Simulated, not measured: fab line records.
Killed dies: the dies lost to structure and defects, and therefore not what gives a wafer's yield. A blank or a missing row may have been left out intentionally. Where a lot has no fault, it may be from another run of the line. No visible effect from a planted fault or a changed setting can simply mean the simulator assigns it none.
Split-lot study | flow berkeleyCmos170 | 23 wafers read from 5 lots, route of 331 steps

== THE SPLIT ITSELF ==
At UCB170_NWELL_COAT_07 (resist thk 900 nm), the setting resistThkNm was moved away from the recipe's 900 nm on 8 of the 23 wafers read, by -4.2% to +4.5%. The other wafers ran this setting at the recipe's value.

== FROM THE SPLIT TO THE READING: what the file shows between them, 3 steps ==
- UCB170_NWELL_SOFTBAKE_08: time 60 s
- UCB170_NWELL_EXPOSE_09: exposes mask NWELL, target cd 3000 nm
- UCB170_NWELL_DEVELOP_11: develop time 45 s

== THE READING ==
KrF_of_NWELL_COAT_07.thkNm (the simulator's own value, which no gauge read), in nm, at UCB170_NWELL_ETCH_13 (etches Si3N4 in CH3F/Ar/O2, stops on SiO2, target depth 246.4 nm, time 154 s). The file does not state a usual value for it. Average 725.0 nm, standard deviation 2.8 nm, over the 15 wafers here run with the recipe.

wafer  | tool, chamber at the split | resistThkNm as run, nm | against the recipe | KrF_of_NWELL_COAT_07.thkNm, nm | against lot-mates on the recipe
L075.1 | lithoTrack-01, 0           | 900                    | recipe             | 725.4                          | -
L075.3 | lithoTrack-01, 0           | 940.2                  | +4.5%              | 764.5                          | +40.7
L075.4 | lithoTrack-01, 0           | 940.2                  | +4.5%              | 765.2                          | +41.4
L075.5 | lithoTrack-01, 0           | 900                    | recipe             | 722.3                          | -
L075.6 | lithoTrack-01, 0           | 940.2                  | +4.5%              | 768                            | +44.2
L078.4 | lithoTrack-03, 0           | 900                    | recipe             | 731.4                          | -
L078.5 | lithoTrack-03, 0           | 900                    | recipe             | 729.4                          | -
L078.6 | lithoTrack-03, 0           | 900                    | recipe             | 723.2                          | -
L079.1 | lithoTrack-01, 0           | 862                    | -4.2%              | 689.6                          | -35.8
L079.3 | lithoTrack-01, 0           | 862                    | -4.2%              | 688.1                          | -37.2
L079.4 | lithoTrack-01, 0           | 900                    | recipe             | 724.5                          | -
L079.5 | lithoTrack-01, 0           | 900                    | recipe             | 726.2                          | -
L079.6 | lithoTrack-01, 0           | 862                    | -4.2%              | 688.2                          | -37.1
L080.1 | lithoTrack-01, 0           | 900                    | recipe             | 724.3                          | -
L080.2 | lithoTrack-01, 0           | 900                    | recipe             | 726.1                          | -
L080.3 | lithoTrack-01, 0           | 900                    | recipe             | 722.4                          | -
L080.4 | lithoTrack-01, 0           | 900                    | recipe             | 726.2                          | -
L080.6 | lithoTrack-01, 0           | 900                    | recipe             | 727.2                          | -
L083.1 | lithoTrack-03, 0           | 900                    | recipe             | 721.9                          | -
L083.2 | lithoTrack-03, 0           | 900                    | recipe             | 724.1                          | -
L083.3 | lithoTrack-03, 0           | 885.8                  | -1.6%              | 705.8                          | -16.4
L083.4 | lithoTrack-03, 0           | 900                    | recipe             | 720.7                          | -
L083.5 | lithoTrack-03, 0           | 885.8                  | -1.6%              | 706.9                          | -15.3

FIT RESULTS
A straight line over all 23 wafers: KrF_of_NWELL_COAT_07.thkNm changes by +9.02 nm for each +1% of resistThkNm; r = +0.99; the points scatter about the line by 2.9 nm.
The same after taking each lot's own level away (the mean of its wafers on the recipe; 23 wafers): +9.12 nm for each +1%; r = +1.00; scatter 2.1 nm.
Per that fit: largest resistThkNm move, reading shift of 41 nm.
From 722.23 to 728.00 nm: that is the span of the lots' own levels, equal to 2.1 times the standard deviation above.
The two slopes are in agreement: the lot-to-lot level therefore moves the slope only a little.
Check: +41.1 nm against its lot-mates is what the line predicts for one of the wafers moved furthest among these (+4.5%) when that wafer is left out of the fit. It came out at +40.7 nm against them.

== THE OTHER SPLITS THESE WAFERS WENT THROUGH ==
Before the reading, these wafers also passed through other splits. Each is held against what the fit with the lots' levels taken away leaves over:
other split on the same wafers | wafers away from the commonest value | r with KrF_of_NWELL_COAT_07.thkNm (lot level and that fit taken away)
UCB170_NWELL_CVD_04 timeS      | 18                                   | +0.13

== THE WHOLE CHAIN: every reading that the file lists as answering this split, in the file's order ==
step                  | what it does                                                                 | reading                                                                     | change (the file's fit)              | r (the file's)
UCB170_NWELL_COAT_07  | resist thk 900 nm                                                            | KrF_of_NWELL_COAT_07.thkNm (the simulator's own value, which no gauge read) | +9.17 nm for each +1% of the setting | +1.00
UCB170_NWELL_ETCH_13  | etches Si3N4 in CH3F/Ar/O2, stops on SiO2, target depth 246.4 nm, time 154 s | KrF_of_NWELL_COAT_07.thkNm (the simulator's own value, which no gauge read) | +9.13 nm for each +1% of the setting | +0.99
UCB170_NWELL_STRIP_15 | strips in O2                                                                 | stripTimeToEndpointS                                                        | withheld for each +1% of the setting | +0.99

== THE FILE'S OWN FIT ==
KrF_of_NWELL_COAT_07.thkNm changes by +9.13 nm for each +1% of resistThkNm, r = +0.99.
